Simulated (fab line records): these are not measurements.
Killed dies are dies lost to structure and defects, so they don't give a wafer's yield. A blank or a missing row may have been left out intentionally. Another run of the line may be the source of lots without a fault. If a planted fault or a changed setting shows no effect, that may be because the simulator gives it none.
Which tool is to blame? || flow berkeleyCmos170 || Sampling: 15 lots, 45 wafers, 4 of 331 route steps

== WHAT THE GAUGES READ, wafer by wafer ==
UCB170_PWELL_OVL_MEAS_13. Usual: for PWELL_OVL the level is 2 nm and the standard deviation is 6.8.
{"lot": "L786", "measured": "day 2 23:50", "on": "overlay-01", "PWELL_OVL (nm)": "2 7 8", "flag": ""}
{"lot": "L787", "measured": "day 3 08:26", "on": "overlay-01", "PWELL_OVL (nm)": "-6 -5 -6", "flag": ""}
{"lot": "L788", "measured": "day 3 08:34", "on": "overlay-01", "PWELL_OVL (nm)": "-1 5 3", "flag": ""}
{"lot": "L790", "measured": "day 3 21:07", "on": "overlay-02", "PWELL_OVL (nm)": "23 16 21", "flag": ""}
{"lot": "L791", "measured": "day 3 22:14", "on": "overlay-01", "PWELL_OVL (nm)": "1 -7 -7", "flag": ""}
{"lot": "L792", "measured": "day 4 03:59", "on": "overlay-02", "PWELL_OVL (nm)": "3 5 1", "flag": ""}
{"lot": "L794", "measured": "day 4 12:57", "on": "overlay-02", "PWELL_OVL (nm)": "0 2 3", "flag": ""}
{"lot": "L795", "measured": "day 4 18:53", "on": "overlay-02", "PWELL_OVL (nm)": "1 1 2", "flag": ""}
{"lot": "L796", "measured": "day 4 22:42", "on": "overlay-01", "PWELL_OVL (nm)": "-10 -7 -12", "flag": ""}
{"lot": "L797", "measured": "day 5 10:10", "on": "overlay-02", "PWELL_OVL (nm)": "-12 -9 -7", "flag": ""}
{"lot": "L805", "measured": "day 7 00:07", "on": "overlay-02", "PWELL_OVL (nm)": "-1 6 4", "flag": ""}
{"lot": "L806", "measured": "day 7 10:37", "on": "overlay-01", "PWELL_OVL (nm)": "- - -", "flag": "OFF"}
{"lot": "L807", "measured": "day 7 10:44", "on": "overlay-02", "PWELL_OVL (nm)": "- - -", "flag": "OFF"}
{"lot": "L808", "measured": "day 7 12:49", "on": "overlay-01", "PWELL_OVL (nm)": "- - -", "flag": "OFF"}
{"lot": "L809", "measured": "day 7 12:56", "on": "overlay-02", "PWELL_OVL (nm)": "4 8 -5", "flag": ""}

UCB170_PFIELD_TW_MEAS_09. Usual: for PFIELD_TW the level is 595 and the standard deviation is 7.2.
{"lot": "L786", "measured": "day 3 22:11", "on": "filmMetro-02", "PFIELD_TW": "589 592 593", "flag": ""}
{"lot": "L787", "measured": "day 4 10:30", "on": "filmMetro-03", "PFIELD_TW": "607 601 605", "flag": ""}
{"lot": "L788", "measured": "day 4 09:47", "on": "filmMetro-03", "PFIELD_TW": "602 602 603", "flag": ""}
{"lot": "L790", "measured": "day 5 01:33", "on": "filmMetro-04", "PFIELD_TW": "588 588 585", "flag": ""}
{"lot": "L791", "measured": "day 5 02:15", "on": "filmMetro-04", "PFIELD_TW": "586 586 587", "flag": ""}
{"lot": "L792", "measured": "day 5 10:11", "on": "filmMetro-04", "PFIELD_TW": "585 588 582", "flag": ""}
{"lot": "L794", "measured": "day 5 22:05", "on": "filmMetro-03", "PFIELD_TW": "608 608 606", "flag": ""}
{"lot": "L795", "measured": "day 6 05:10", "on": "filmMetro-03", "PFIELD_TW": "602 605 610", "flag": ""}
{"lot": "L796", "measured": "day 6 07:07", "on": "filmMetro-03", "PFIELD_TW": "608 605 604", "flag": ""}
{"lot": "L797", "measured": "day 6 21:17", "on": "filmMetro-02", "PFIELD_TW": "598 598 597", "flag": ""}
{"lot": "L805", "measured": "day 8 05:49", "on": "filmMetro-04", "PFIELD_TW": "593 587 591", "flag": ""}
{"lot": "L809", "measured": "day 8 14:29", "on": "filmMetro-03", "PFIELD_TW": "601 605 603", "flag": ""}

== WHICH TOOL RAN EACH LOT (tool, then ch and the chambers of the sampled wafers, then the start) ==
{"lot": "L786", "UCB170_PWELL_DEVELOP_12": "lithoTrack-02 ch 0, day 2 23:00", "UCB170_PFIELD_STRIP_08": "plasmaAsher-01 ch 0,1, day 3 22:05"}
{"lot": "L787", "UCB170_PWELL_DEVELOP_12": "lithoTrack-02 ch 0, day 3 08:00", "UCB170_PFIELD_STRIP_08": "plasmaAsher-03 ch 0,1, day 4 10:24"}
{"lot": "L788", "UCB170_PWELL_DEVELOP_12": "lithoTrack-01 ch 0, day 3 08:00", "UCB170_PFIELD_STRIP_08": "plasmaAsher-03 ch 1, day 4 09:41"}
{"lot": "L790", "UCB170_PWELL_DEVELOP_12": "lithoTrack-01 ch 0, day 3 20:00", "UCB170_PFIELD_STRIP_08": "plasmaAsher-03 ch 0,1, day 5 01:27"}
{"lot": "L791", "UCB170_PWELL_DEVELOP_12": "lithoTrack-04 ch 0, day 3 22:00", "UCB170_PFIELD_STRIP_08": "plasmaAsher-01 ch 0,1, day 5 02:08"}
{"lot": "L792", "UCB170_PWELL_DEVELOP_12": "lithoTrack-04 ch 0, day 4 03:00", "UCB170_PFIELD_STRIP_08": "plasmaAsher-04 ch 0,1, day 5 10:05"}
{"lot": "L794", "UCB170_PWELL_DEVELOP_12": "lithoTrack-02 ch 0, day 4 12:00", "UCB170_PFIELD_STRIP_08": "plasmaAsher-01 ch 0,1, day 5 21:59"}
{"lot": "L795", "UCB170_PWELL_DEVELOP_12": "lithoTrack-04 ch 0, day 4 18:00", "UCB170_PFIELD_STRIP_08": "plasmaAsher-01 ch 0,1, day 6 05:04"}
{"lot": "L796", "UCB170_PWELL_DEVELOP_12": "lithoTrack-01 ch 0, day 4 22:00", "UCB170_PFIELD_STRIP_08": "plasmaAsher-04 ch 0,1, day 6 07:01"}
{"lot": "L797", "UCB170_PWELL_DEVELOP_12": "lithoTrack-02 ch 0, day 5 10:00", "UCB170_PFIELD_STRIP_08": "plasmaAsher-03 ch 0,1, day 6 21:11"}
{"lot": "L805", "UCB170_PWELL_DEVELOP_12": "lithoTrack-01 ch 0, day 6 23:00", "UCB170_PFIELD_STRIP_08": "plasmaAsher-03 ch 0,1, day 8 05:43"}
{"lot": "L806", "UCB170_PWELL_DEVELOP_12": "lithoTrack-04, day 7 10:00", "UCB170_PFIELD_STRIP_08": "-"}
{"lot": "L807", "UCB170_PWELL_DEVELOP_12": "lithoTrack-01, day 7 10:00", "UCB170_PFIELD_STRIP_08": "-"}
{"lot": "L808", "UCB170_PWELL_DEVELOP_12": "lithoTrack-01, day 7 12:00", "UCB170_PFIELD_STRIP_08": "-"}
{"lot": "L809", "UCB170_PWELL_DEVELOP_12": "lithoTrack-04 ch 0, day 7 12:00", "UCB170_PFIELD_STRIP_08": "plasmaAsher-04 ch 0,1, day 8 14:23"}
- UCB170_PWELL_DEVELOP_12: develop time 45 s.
- UCB170_PFIELD_STRIP_08: strips in O2.

== AS READ BY THE TOOLS THEMSELVES (means over the sampled wafers that have a number; for cases with no such wafer, the mark the record gives instead) ==
UCB170_PWELL_DEVELOP_12. Usual: chillPlateTempC at 23.00 C, with a standard deviation of 0.11.
{"lot": "L786", "tool": "lithoTrack-02", "chillPlateTempC (C)": 23.04, "flag": ""}
{"lot": "L787", "tool": "lithoTrack-02", "chillPlateTempC (C)": 23.02, "flag": ""}
{"lot": "L788", "tool": "lithoTrack-01", "chillPlateTempC (C)": 22.98, "flag": ""}
{"lot": "L790", "tool": "lithoTrack-01", "chillPlateTempC (C)": 23.03, "flag": ""}
{"lot": "L791", "tool": "lithoTrack-04", "chillPlateTempC (C)": 22.95, "flag": ""}
{"lot": "L792", "tool": "lithoTrack-04", "chillPlateTempC (C)": 23.03, "flag": ""}
{"lot": "L794", "tool": "lithoTrack-02", "chillPlateTempC (C)": 22.98, "flag": ""}
{"lot": "L795", "tool": "lithoTrack-04", "chillPlateTempC (C)": 22.98, "flag": ""}
{"lot": "L796", "tool": "lithoTrack-01", "chillPlateTempC (C)": 22.82, "flag": ""}
{"lot": "L797", "tool": "lithoTrack-02", "chillPlateTempC (C)": 23.13, "flag": ""}
{"lot": "L805", "tool": "lithoTrack-01", "chillPlateTempC (C)": 23.19, "flag": ""}
{"lot": "L806", "tool": "lithoTrack-04", "chillPlateTempC (C)": "-", "flag": "OFF"}
{"lot": "L807", "tool": "lithoTrack-01", "chillPlateTempC (C)": "-", "flag": "OFF"}
{"lot": "L808", "tool": "lithoTrack-01", "chillPlateTempC (C)": "-", "flag": "OFF"}
{"lot": "L809", "tool": "lithoTrack-04", "chillPlateTempC (C)": 22.92, "flag": ""}

UCB170_PFIELD_STRIP_08. Usual: drypumpMotorCurrentA 5.6 A, standard deviation 0.47; o2FlowSccm 399.9 sccm, standard deviation 1.1; oesProductAu 0.735 a.u., standard deviation 0.0042; stripTimeToEndpointS 21.63 s, standard deviation 0.06.
{"lot": "L786", "tool": "plasmaAsher-01", "drypumpMotorCurrentA (A)": 5.2, "o2FlowSccm (sccm)": 399.9, "oesProductAu (a.u.)": 0.738, "stripTimeToEndpointS (s)": 21.69, "flag": ""}
{"lot": "L787", "tool": "plasmaAsher-03", "drypumpMotorCurrentA (A)": 5.9, "o2FlowSccm (sccm)": 399.7, "oesProductAu (a.u.)": 0.736, "stripTimeToEndpointS (s)": 21.67, "flag": ""}
{"lot": "L788", "tool": "plasmaAsher-03", "drypumpMotorCurrentA (A)": 5.0, "o2FlowSccm (sccm)": 401.1, "oesProductAu (a.u.)": 0.731, "stripTimeToEndpointS (s)": 21.64, "flag": ""}
{"lot": "L790", "tool": "plasmaAsher-03", "drypumpMotorCurrentA (A)": 5.9, "o2FlowSccm (sccm)": 399.7, "oesProductAu (a.u.)": 0.736, "stripTimeToEndpointS (s)": 21.70, "flag": ""}
{"lot": "L791", "tool": "plasmaAsher-01", "drypumpMotorCurrentA (A)": 5.2, "o2FlowSccm (sccm)": 399.3, "oesProductAu (a.u.)": 0.735, "stripTimeToEndpointS (s)": 21.60, "flag": ""}
{"lot": "L792", "tool": "plasmaAsher-04", "drypumpMotorCurrentA (A)": 5.9, "o2FlowSccm (sccm)": 399.6, "oesProductAu (a.u.)": 0.737, "stripTimeToEndpointS (s)": 21.68, "flag": ""}
{"lot": "L794", "tool": "plasmaAsher-01", "drypumpMotorCurrentA (A)": 5.3, "o2FlowSccm (sccm)": 400.1, "oesProductAu (a.u.)": 0.738, "stripTimeToEndpointS (s)": 21.65, "flag": ""}
{"lot": "L795", "tool": "plasmaAsher-01", "drypumpMotorCurrentA (A)": 5.3, "o2FlowSccm (sccm)": 400.3, "oesProductAu (a.u.)": 0.733, "stripTimeToEndpointS (s)": 21.57, "flag": ""}
{"lot": "L796", "tool": "plasmaAsher-04", "drypumpMotorCurrentA (A)": 5.9, "o2FlowSccm (sccm)": 401.0, "oesProductAu (a.u.)": 0.738, "stripTimeToEndpointS (s)": 21.65, "flag": ""}
{"lot": "L797", "tool": "plasmaAsher-03", "drypumpMotorCurrentA (A)": 5.9, "o2FlowSccm (sccm)": 399.1, "oesProductAu (a.u.)": 0.732, "stripTimeToEndpointS (s)": 21.62, "flag": ""}
{"lot": "L805", "tool": "plasmaAsher-03", "drypumpMotorCurrentA (A)": 5.4, "o2FlowSccm (sccm)": 399.1, "oesProductAu (a.u.)": 0.736, "stripTimeToEndpointS (s)": 21.63, "flag": ""}
{"lot": "L809", "tool": "plasmaAsher-04", "drypumpMotorCurrentA (A)": 6.0, "o2FlowSccm (sccm)": 400.2, "oesProductAu (a.u.)": 0.733, "stripTimeToEndpointS (s)": 21.53, "flag": ""}

== THE ANSWER, worked out from the rows above alone ==
Rule: take the mean of a lot's wafers that have a number; if it is more than 3 standard deviations from the usual mean, the lot is off. Also off: a lot with no number at a reading for which 4 or more lots have one. Where the step has rows for the other lots, those lots are counted as sound. First the gauges in route order, then the tools' own readings, where a lot's mean is used as printed above. At the first step where some lot is off, the reading lying furthest off is the one used; lots without a number count as furthest.
Off: at UCB170_PWELL_OVL_MEAS_13 (PWELL_OVL), L806, L807, L808. Without a number there: L806, L807, L808.
If a tool, at a process step before that reading, ran all the lots that are off and no sound lot after the first of them, it fits. Not tried: the gauges at UCB170_PWELL_OVL_MEAS_13; whatever is off there is also off at UCB170_PWELL_DEVELOP_12, on other tools, and gauge error can't account for it. Of those tried, none fits.

== WHAT HAD BEEN PUT IN BY THE SIMULATOR ==
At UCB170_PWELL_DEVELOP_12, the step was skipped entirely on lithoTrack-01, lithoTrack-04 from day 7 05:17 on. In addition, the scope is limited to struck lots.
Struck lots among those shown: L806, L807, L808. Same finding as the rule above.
